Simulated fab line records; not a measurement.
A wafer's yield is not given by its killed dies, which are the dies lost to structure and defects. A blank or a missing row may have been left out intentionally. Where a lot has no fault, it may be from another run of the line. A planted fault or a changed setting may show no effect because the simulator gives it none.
Comparing a struck lot with a sound one | flow rit_cmos | 14 steps out of a route of 202
Sound: the wafers L562.1, L562.3, L562.4. The struck wafers were L550.2, L550.3, L550.5. At the end, the cause is stated.
At each step with rows: each side's tool, then ch and its chambers, then its first start. Under that, the readings that differ: sound wafers | struck wafers | difference of the means | sigmas: that difference in standard deviations of wafers without a fault.
alike: same words and numbers on both sides, and readings whose means sit less than 2 such deviations apart. not compared: any withheld reading, any reading some wafer has no value for, any bound like >300 that may hide the same value, and any number with overlapping values for which the record gives no deviation.
The two part at a step that has a row with sigmas, a row that says differs or no value, or rows on one side only. Non-overlapping numbers with no deviation appear without sigmas and do not part them. A reading that every wafer of one side lacks parts them only if that side has two wafers or more.

first, 4 steps without rows for these wafers: RIT_NSD_SOFTBAKE_02 (time 60 s); RIT_NSD_EXPOSE_03 (exposes mask M9, target cd 40700 nm); RIT_NSD_PEB_04; RIT_NSD_DEVELOP_05 (develop time 50 s).
RIT_NSD_OVL_MEAS_06:
  struck on overlay-02, day 3 19:37; sound on overlay-02, day 6 07:36
  alike: NSD_OVL
then, 2 steps without rows for these wafers: RIT_NSD_HARDBAKE_07 (time 60 s); RIT_NSD_IMPLANT_08.
RIT_NSD_STRIP_09: strips in O2, time 180 s.
  sound on plasma_asher-04 ch 0,1, day 6 07:56; struck on plasma_asher-04 ch 0,1, day 3 19:56
  alike: drypump_motor_current_A, o2_flow_sccm
  not compared: rf_hours_counter_h
RIT_NSD_TW_MEAS_10:
  struck on film_metro-02, day 3 20:07; sound on film_metro-04, day 6 08:07
  alike: NSD_TW
then, 3 steps without rows for these wafers: RIT_PSD_HMDS_00 (prime time 60 s); RIT_PSD_COAT_01 (resist thk 1000 nm); RIT_PSD_SOFTBAKE_02 (time 60 s).
RIT_PSD_EXPOSE_03: exposes mask M10, target cd 40900 nm.
  struck on iline_stepper-02, day 3 20:38; sound on iline_stepper-01 ch 0, day 6 08:37
  no value came back on the struck wafers for exposure_dose_mJ_cm2, focus_offset_nm (nm); on the sound wafers exposure_dose_mJ_cm2 reads 250.30 250.03 250.42
  alike: mask
then, 1 step without rows for these wafers: RIT_PSD_PEB_04.

== WHERE THEY PART ==
Within this record, at RIT_PSD_EXPOSE_03 only.

WHY: what had been put in by the simulator
Entire step skipped (iline_stepper-02, RIT_PSD_EXPOSE_03), from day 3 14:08 onward. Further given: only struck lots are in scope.
